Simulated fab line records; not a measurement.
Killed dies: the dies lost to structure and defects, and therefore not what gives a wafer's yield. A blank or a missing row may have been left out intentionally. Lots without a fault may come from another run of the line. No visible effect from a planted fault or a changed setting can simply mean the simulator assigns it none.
Struck lot and sound lot, side by side :: flow rit_cmos :: 20 out of 202 route steps
Sound: these wafers, L799.2, L799.4, L799.5. Wafers struck: L811.2, L811.3, L811.4. The cause is given at the end.
Per side, at each step with rows, come the tool, then ch with its chambers, and then its first start. Under that, the readings that differ: sound wafers :: struck wafers :: difference of the means :: sigmas: that difference in standard deviations of wafers without a fault.
alike: same words and numbers on both sides, and readings whose means sit less than 2 such deviations apart. not compared: any withheld reading, any reading some wafer has no value for, any bound like >300 that may hide the same value, and any number with overlapping values for which the record gives no deviation.
A row with sigmas, a row that says differs or no value, or rows on one side alone: a step with any of these is where the two part. When numbers do not overlap yet have no deviation, they are printed without sigmas and do not part them. A reading missing from all wafers of one side parts the sides only when that side holds two or more wafers.

first, 3 steps without rows for these wafers: RIT_GATE_CLEAN_02 (cleans in dHF, time 30 s); RIT_GATE_CLEAN_03 (cleans in SC2, time 600 s); RIT_GATE_CLEAN_04 (cleans in dHF, time 60 s).
RIT_FOX2_THK_MEAS_91:
  sound on film_metro-04 at day 2 08:38; struck on film_metro-04 at day 4 19:34
reading: FIELD_OXIDE_LEFT_2_THK (nm)
sound: 255 261 265
struck: 245 245 249
difference: -14
sigmas: -2
then, 2 steps without rows for these wafers: RIT_GATE_OXIDATION_05 (target thk 3 nm, ox time 270 s); RIT_GATE_ANNEAL_06 (time 600 s).
RIT_GATE_THK_MEAS_07:
  sound on film_metro-04 at day 2 10:02; struck on film_metro-04 at day 4 21:17
  alike: GATE_OXIDE_THK
then, 1 step without rows for these wafers: RIT_GATE_CVD_08 (deposits poly-Si from SiH4, target thk 250 nm, time 2220 s).
RIT_GATE_THK_MEAS_09:
  sound on film_metro-01 at day 2 11:42; struck on film_metro-02 at day 4 23:10
  alike: GATE_POLY_THK
then, 3 steps without rows for these wafers: RIT_GATE_HMDS_10 (prime time 60 s); RIT_GATE_COAT_11 (resist thk 850 nm); RIT_GATE_SOFTBAKE_12 (time 60 s).
RIT_GATE_EXPOSE_13: exposes mask M6, target cd 150 nm.
  sound on iline_stepper-02 ch 0, day 2 12:13; struck on iline_stepper-02 ch 0, day 4 23:50
reading: exposure_dose_mJ_cm2
sound: 378.3 377.9 377.8
struck: 402.5 402.7 402.8
difference: +24.7
sigmas: +67
  alike: mask, reticle_temp_C
after that, 1 step had no rows for these wafers: RIT_GATE_PEB_14.
RIT_GATE_DEVELOP_15: develop time 50.85 s.
  sound on litho_track-02 ch 0; struck on litho_track-04 ch 0
reading: model.GATE.cd_nm (nm)
sound: 150.3 150.4 151.7
struck: 115 119.1 116.3
difference: -34
sigmas: 
  alike: chill_plate_temp_C
RIT_GATE_CD_MEAS_16: the cd target is 150 nm.
  sound on cd_sem-02 at day 2 12:37; struck on cd_sem-01 at day 5 00:14
reading: cd_nm (nm)
sound: 150.0 150.4 151.5
struck: 115.1 118.8 116.4
difference: -33.9
sigmas: -15
RIT_GATE_OVL_MEAS_17:
  sound on overlay-02 at day 2 12:44; struck on overlay-01 at day 5 00:20
  alike: GATE_OVL
then, 1 step without rows for these wafers: RIT_GATE_HARDBAKE_18 (time 60 s).
RIT_GATE_ETCH_19: etches poly-Si in SF6/CHF3/O2, stops on SiO2, time 165 s, target depth 312.5 nm.
  sound on rie_si-01 ch 1,2, day 2 12:55; struck on rie_si-01 ch 0,1,2, day 5 00:31
reading: model.GATE.cd_nm (nm)
sound: 150.4 150.5 151.8
struck: 115 119.2 116.5
difference: -34
sigmas: 
  alike: drypump_motor_current_A, oes_product_au, throttle_valve_pct
  not compared: rf_hours_counter_h
RIT_GATE_STRIP_20: strips in O2, time 180 s.
  sound on plasma_asher-03 ch 0,1, day 2 13:01; struck on plasma_asher-02 ch 0,1, day 5 00:37
  alike: drypump_motor_current_A, o2_flow_sccm
  not compared: rf_hours_counter_h

## WHERE THEY PART
Earliest at RIT_FOX2_THK_MEAS_91; latest, in this record, at RIT_GATE_CD_MEAS_16. Later steps at which nothing parts them and some readings are alike: RIT_GATE_OVL_MEAS_17, RIT_GATE_ETCH_19, RIT_GATE_STRIP_20.

WHY: what had been put in by the simulator
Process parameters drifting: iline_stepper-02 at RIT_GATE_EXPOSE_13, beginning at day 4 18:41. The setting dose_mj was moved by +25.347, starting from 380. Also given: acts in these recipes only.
